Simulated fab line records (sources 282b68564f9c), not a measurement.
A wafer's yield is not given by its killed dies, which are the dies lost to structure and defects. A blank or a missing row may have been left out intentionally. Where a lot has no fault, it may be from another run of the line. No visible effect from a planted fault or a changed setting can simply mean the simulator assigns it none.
Which tool was responsible? + flow rit_cmos + 42 wafers from 14 lots sampled at 6 of the route's 202 steps

== WHAT THE GAUGES SHOWED, per wafer ==
RIT_ACTIVE_CD_MEAS_11: target cd 1400 nm. Usual: cd_nm 1400.6 nm, standard deviation 2.2.
| lot  | measured    | on        | cd_nm (nm)           | flag |
|------|-------------|-----------|----------------------|------|
| L155 | day 1 16:50 | cd_sem-01 | 1402.0 1401.3 1402.3 |      |
| L157 | day 2 01:31 | cd_sem-01 | 1402.2 1400.0 1400.2 |      |
| L158 | day 2 06:29 | cd_sem-02 | 1399.4 1397.4 1398.6 |      |
| L160 | day 2 15:26 | cd_sem-02 | 1398.4 1399.8 1400.1 |      |
| L161 | day 2 22:22 | cd_sem-01 | 1402.9 1402.8 1402.0 |      |
| L162 | day 3 02:16 | cd_sem-02 | 1398.8 1396.3 1400.2 |      |
| L163 | day 3 09:08 | cd_sem-02 | 1403.0 1403.0 1402.6 |      |
| L166 | day 4 01:10 | cd_sem-02 | 1402.6 1403.9 1400.7 |      |
| L169 | day 4 15:31 | cd_sem-02 | 1402.8 1405.0 1403.8 |      |
| L170 | day 4 20:44 | cd_sem-02 | 1401.9 1399.9 1403.0 |      |
| L171 | day 5 00:35 | cd_sem-02 | 1399.1 1400.0 1399.3 |      |
| L172 | day 5 05:53 | cd_sem-02 | 1401.5 1400.8 1401.9 |      |
| L174 | day 5 14:20 | cd_sem-01 | 1401.6 1402.0 1402.3 |      |
| L176 | day 6 05:03 | cd_sem-02 | 1402.6 1400.9 1399.2 |      |

RIT_FOX2_THK_MEAS_01. Usual: FOX2_OXIDE_THK 337 nm, standard deviation 6.9.
| lot  | measured    | on            | FOX2_OXIDE_THK (nm) | flag |
|------|-------------|---------------|---------------------|------|
| L155 | day 1 22:07 | film_metro-03 | 347 350 340         |      |
| L157 | day 2 06:34 | film_metro-03 | 343 337 337         |      |
| L158 | day 2 10:42 | film_metro-02 | 340 343 343         |      |
| L160 | day 2 20:49 | film_metro-02 | 346 343 345         |      |
| L161 | day 3 04:13 | film_metro-02 | 337 332 337         |      |
| L162 | day 3 11:57 | film_metro-03 | 333 330 335         |      |
| L163 | day 3 20:43 | film_metro-02 | 333 331 336         |      |
| L166 | day 4 11:02 | film_metro-03 | 332 335 337         |      |
| L169 | day 4 23:02 | film_metro-01 | 344 349 343         |      |
| L170 | day 5 07:28 | film_metro-02 | 337 337 345         |      |
| L171 | day 5 13:50 | film_metro-01 | 331 335 327         |      |
| L172 | day 5 13:51 | film_metro-03 | 331 328 334         |      |
| L174 | day 6 01:49 | film_metro-03 | 329 333 331         |      |
| L176 | day 6 14:37 | film_metro-03 | 339 332 341         |      |

RIT_SPACER_THK_MEAS_04. Usual: SPACER_NITRIDE_THK 253.3 nm, standard deviation 2.3.
| lot  | measured    | on            | SPACER_NITRIDE_THK (nm) | flag |
|------|-------------|---------------|-------------------------|------|
| L155 | day 3 03:32 | film_metro-01 | 253.4 254.8 251.8       |      |
| L157 | day 3 17:01 | film_metro-03 | 252.5 253.3 253.1       |      |
| L158 | day 3 21:01 | film_metro-04 | 252.8 253.1 254.2       |      |
| L160 | day 4 12:44 | film_metro-03 | 249.1 251.7 249.6       |      |
| L161 | day 4 22:18 | film_metro-03 | 252.6 254.3 252.6       |      |
| L162 | day 5 07:40 | film_metro-03 | 255.8 251.4 249.5       |      |
| L163 | day 5 11:19 | film_metro-03 | 250.5 249.0 249.1       |      |
| L166 | day 6 09:34 | film_metro-03 | 255.7 254.8 257.4       |      |
| L169 | day 6 14:37 | film_metro-04 | 255.8 253.2 252.1       |      |
| L170 | day 6 23:37 | film_metro-04 | 258.0 259.1 256.6       |      |
| L171 | day 7 03:05 | film_metro-04 | 507.9 508.8 505.8       | OFF  |
| L172 | day 7 01:01 | film_metro-03 | 253.4 253.7 254.7       |      |
| L174 | day 7 15:34 | film_metro-01 | 503.8 504.6 502.0       | OFF  |
| L176 | day 7 22:25 | film_metro-03 | 251.7 249.8 248.4       |      |

RIT_SILICIDE_RS_MEAS_02: a four-point-probe measurement. Usual: SILICIDE_TI_RS 47.7 ohm/sq, standard deviation 0.61.
| lot  | measured    | on            | SILICIDE_TI_RS (ohm/sq) | flag |
|------|-------------|---------------|-------------------------|------|
| L155 | day 3 07:49 | film_metro-03 | 48.5 48.1 48.3          |      |
| L157 | day 3 21:11 | film_metro-02 | 47.9 47.5 47.3          |      |
| L158 | day 4 01:16 | film_metro-02 | 47.1 47.5 46.7          |      |
| L160 | day 4 16:59 | film_metro-03 | 47.3 46.8 46.8          |      |
| L161 | day 5 02:52 | film_metro-03 | 47.7 47.8 48.3          |      |
| L162 | day 5 11:56 | film_metro-03 | 47.4 47.3 47.6          |      |
| L163 | day 5 15:34 | film_metro-03 | 48.3 47.5 47.6          |      |
| L166 | day 6 14:25 | film_metro-03 | 48.3 48.1 48.3          |      |
| L169 | day 6 20:52 | film_metro-01 | 47.5 47.6 47.7          |      |
| L170 | day 7 03:55 | film_metro-01 | 47.3 47.7 47.5          |      |
| L172 | day 7 05:19 | film_metro-01 | 48.1 48.4 48.2          |      |
| L176 | day 8 02:41 | film_metro-03 | 47.9 48.4 48.3          |      |

== TOOL THAT RAN EACH LOT (tool first, then ch and the chambers of the sampled wafers, then the start) ==
| lot  | RIT_SPACER_CVD_03                                         | RIT_SPACER_ETCHBACK_05            |
|------|-----------------------------------------------------------|-----------------------------------|
| L155 | lpcvd-01 ch 0, day 3 01:37                                | rie_diel-03 ch 2,3, day 3 03:35   |
| L157 | lpcvd-02 ch 0, day 3 14:08                                | rie_diel-01 ch 2,3, day 3 17:04   |
| L158 | lpcvd-02 ch 1, day 3 18:08                                | rie_diel-04 ch 1,2,3, day 3 21:04 |
| L160 | lpcvd-01 ch 1, day 4 10:49                                | rie_diel-04 ch 0,1,2, day 4 12:47 |
| L161 | lpcvd-02 ch 0, day 4 20:23                                | rie_diel-04 ch 1,2, day 4 22:21   |
| L162 | lpcvd-02 ch 0, day 5 05:44                                | rie_diel-04 ch 0,2,3, day 5 07:42 |
| L163 | lpcvd-01 ch 0, day 5 09:24                                | rie_diel-03 ch 0,1,2, day 5 11:23 |
| L166 | lpcvd-01 ch 1, day 6 07:39                                | rie_diel-03 ch 0,1,2, day 6 09:38 |
| L169 | lpcvd-01 ch 1, day 6 12:41                                | rie_diel-03 ch 0,2,3, day 6 14:39 |
| L170 | lpcvd-02 ch 0, day 6 21:41                                | rie_diel-03 ch 0,1,3, day 6 23:40 |
| L171 | lpcvd-01 ch 1, day 6 23:05 and lpcvd-02 ch 1, day 7 01:10 | rie_diel-01 ch 0,3, day 7 03:09   |
| L172 | lpcvd-01 ch 1, day 6 23:05                                | rie_diel-04 ch 1,3, day 7 01:04   |
| L174 | lpcvd-02 ch 0, day 7 10:51 and lpcvd-01 ch 0, day 7 13:38 | rie_diel-03 ch 1,2, day 7 15:37   |
| L176 | lpcvd-01 ch 1, day 7 20:30                                | rie_diel-03 ch 1,2,3, day 7 22:28 |
- RIT_SPACER_CVD_03: deposits Si3N4 from SiH2Cl2/NH3, target thk 250 nm, time 3300 s.
- RIT_SPACER_ETCHBACK_05: etches Si3N4 in SF6/CHF3, stops on SiO2, target depth 250 nm, time 240 s.

== AS READ BY THE TOOLS THEMSELVES (means over the sampled wafers that have a number; for cases with no such wafer, the mark the record gives instead) ==
RIT_SPACER_CVD_03. Usual: pressure_mtorr 311.7 mTorr, standard deviation 0.61; sih2cl2_flow_sccm 60.00 sccm, standard deviation 0.18.
| lot  | tool              | pressure_mtorr (mTorr) | sih2cl2_flow_sccm (sccm) | flag |
|------|-------------------|------------------------|--------------------------|------|
| L155 | lpcvd-01          | 311.1                  | 60.09                    |      |
| L157 | lpcvd-02          | 311.6                  | 60.33                    |      |
| L158 | lpcvd-02          | 311.9                  | 59.72                    |      |
| L160 | lpcvd-01          | 311.0                  | 59.90                    |      |
| L161 | lpcvd-02          | 311.4                  | 60.01                    |      |
| L162 | lpcvd-02          | 311.5                  | 60.19                    |      |
| L163 | lpcvd-01          | 310.7                  | 59.93                    |      |
| L166 | lpcvd-01          | 311.9                  | 60.00                    |      |
| L169 | lpcvd-01          | 312.6                  | 60.08                    |      |
| L170 | lpcvd-02          | 312.2                  | 59.99                    |      |
| L171 | lpcvd-01/lpcvd-02 | 311.4                  | 60.10                    |      |
| L172 | lpcvd-01          | 311.8                  | 60.10                    |      |
| L174 | lpcvd-02/lpcvd-01 | 312.0                  | 59.95                    |      |
| L176 | lpcvd-01          | 312.7                  | 59.96                    |      |

RIT_SPACER_ETCHBACK_05. Usual: chamber_pressure_mTorr 40.00 mTorr, standard deviation 0.037; drypump_motor_current_A 5.9 A, standard deviation 0.42; oes_product_au 0.856 a.u., standard deviation 0.014; throttle_valve_pct 10.31 %, standard deviation 0.089.
| lot  | tool        | chamber_pressure_mTorr (mTorr) | drypump_motor_current_A (A) | oes_product_au (a.u.) | throttle_valve_pct (%) | flag |
|------|-------------|--------------------------------|-----------------------------|-----------------------|------------------------|------|
| L155 | rie_diel-03 | 39.98                          | 6.2                         | 0.843                 | 10.32                  |      |
| L157 | rie_diel-01 | 40.00                          | 6.1                         | 0.858                 | 10.37                  |      |
| L158 | rie_diel-04 | 39.98                          | 5.9                         | 0.858                 | 10.26                  |      |
| L160 | rie_diel-04 | 40.01                          | 5.5                         | 0.857                 | 10.20                  |      |
| L161 | rie_diel-04 | 40.03                          | 5.9                         | 0.857                 | 10.23                  |      |
| L162 | rie_diel-04 | 39.99                          | 5.8                         | 0.848                 | 10.21                  |      |
| L163 | rie_diel-03 | 39.99                          | 5.9                         | 0.842                 | 10.38                  |      |
| L166 | rie_diel-03 | 40.06                          | 5.9                         | 0.853                 | 10.38                  |      |
| L169 | rie_diel-03 | 39.98                          | 6.1                         | 0.850                 | 10.35                  |      |
| L170 | rie_diel-03 | 40.01                          | 5.9                         | 0.865                 | 10.40                  |      |
| L171 | rie_diel-01 | 40.01                          | 6.0                         | 1.033                 | 10.36                  | OFF  |
| L172 | rie_diel-04 | 39.97                          | 5.8                         | 0.849                 | 10.30                  |      |
| L174 | rie_diel-03 | 40.03                          | 6.0                         | 0.994                 | 10.41                  | OFF  |
| L176 | rie_diel-03 | 39.97                          | 6.0                         | 0.846                 | 10.36                  |      |

== THE ANSWER, worked out from the rows above alone ==
Rule: take the mean of a lot's wafers that have a number; if it is more than 3 standard deviations from the usual mean, the lot is off. Also off: a lot with no number at a reading for which 4 or more lots have one. Any other lot the step has rows for is counted as sound. After the gauges, taken in route order, come the tools' own readings; for these a lot's mean is taken, as printed above. At the first step where some lot is off, the reading lying furthest off is the one used; lots without a number count as furthest.
Off: at RIT_SPACER_THK_MEAS_04 (SPACER_NITRIDE_THK), L171, L174.
If a tool, at a process step before that reading, ran all the lots that are off and no sound lot after the first of them, it fits. Not tried: the gauges at RIT_SPACER_THK_MEAS_04; whatever is off there is also off at RIT_SPACER_ETCHBACK_05, on other tools, and gauge error can't account for it. One fits: RIT_SPACER_CVD_03 on lpcvd-02. Its last sound lot is L170 (day 6 21:41), its first lot that is off L171 (day 7 01:10): a fault that began between those two fits.

== WHAT WAS PUT IN BY THE SIMULATOR ==
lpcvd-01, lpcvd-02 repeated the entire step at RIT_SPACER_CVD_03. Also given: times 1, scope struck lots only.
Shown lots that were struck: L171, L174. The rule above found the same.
